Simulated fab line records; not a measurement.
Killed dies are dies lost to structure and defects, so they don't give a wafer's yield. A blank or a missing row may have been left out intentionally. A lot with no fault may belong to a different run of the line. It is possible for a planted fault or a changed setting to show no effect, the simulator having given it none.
Struck lot and sound lot, side by side / flow berkeley cmos170 / 14 out of 331 route steps
Sound: the wafers L423.1, L423.5, L423.6. The struck wafers were L435.1, L435.2, L435.3. The cause is named last.
For every step that has rows: the tool of each side, followed by ch and its chambers, followed by its first start. Under that, the readings that differ: sound wafers / struck wafers / difference of the means / sigmas: that difference in standard deviations of wafers without a fault.
alike: same words and numbers on both sides, and readings whose means sit less than 2 such deviations apart. not compared: any withheld reading, any reading some wafer has no value for, any bound like >300 that may hide the same value, and any number with overlapping values for which the record gives no deviation.
Wherever a step has rows on one side only, a row that says differs or no value, or a row with sigmas, the two part there. Numbers that don't overlap but have no deviation are shown without sigmas and don't part them. A reading missing from all wafers of one side parts the sides only when that side holds two or more wafers.

first, 2 steps without rows for these wafers: UCB170_NVT_PEB_04; UCB170_NVT_DEVELOP_05 (develop time 45 s).
UCB170_NVT_OVL_MEAS_06:
  sound on overlay-02 at day 5 13:47; struck on overlay-01 at day 8 07:28
  alike: NVT_OVL
then, 1 step without rows for these wafers: UCB170_NVT_IMPLANT_07.
UCB170_NVT_STRIP_08: strips in O2.
  sound on plasma asher-04 ch 0,1, day 5 13:58; struck on plasma asher-01 ch 0,1, day 8 07:38
  alike: chamber pressure mTorr, drypump motor current A, oes product au, strip time to endpoint s
  not compared: rf hours counter h
UCB170_NVT_TW_MEAS_09:
  sound on film metro-01 at day 5 14:05; struck on film metro-04 at day 8 07:44
  alike: NVT_TW
then, 6 steps without rows for these wafers: UCB170_NVT_CLEAN_10 (cleans in SPM, time 600 s); UCB170_PVT_HMDS_00 (prime time 60 s); UCB170_PVT_COAT_01 (resist thk 900 nm); UCB170_PVT_SOFTBAKE_02 (time 60 s); UCB170_PVT_EXPOSE_03 (exposes mask NWELL, target cd 3000 nm); UCB170_PVT_PEB_04.
UCB170_PVT_DEVELOP_05: develop time 45 s.
  struck on litho track-02, day 8 09:00; sound on litho track-02 ch 0, day 5 15:00
  no value came back on the struck wafers for chill plate temp C (C), develop time s (s), resist line temp C (C); on the sound wafers chill plate temp C (C) reads 23.05 23.10 23.27
reading=model.KrF_of_PVT_COAT_01.thk nm (nm); sound=884.5 885 887.5; struck=899.7 901.3 899.2; difference=+14.4; sigmas=
UCB170_PVT_OVL_MEAS_06:
  sound on overlay-02 at day 5 15:36; struck on overlay-02 at day 8 10:01
reading=PVT_OVL (nm); sound=3 8 4; struck=- - -; difference=no value on the struck wafers; sigmas=

== WHERE THEY PART ==
Earliest at UCB170_PVT_DEVELOP_05; latest, in this record, at UCB170_PVT_OVL_MEAS_06.

WHY: whatever the simulator had introduced
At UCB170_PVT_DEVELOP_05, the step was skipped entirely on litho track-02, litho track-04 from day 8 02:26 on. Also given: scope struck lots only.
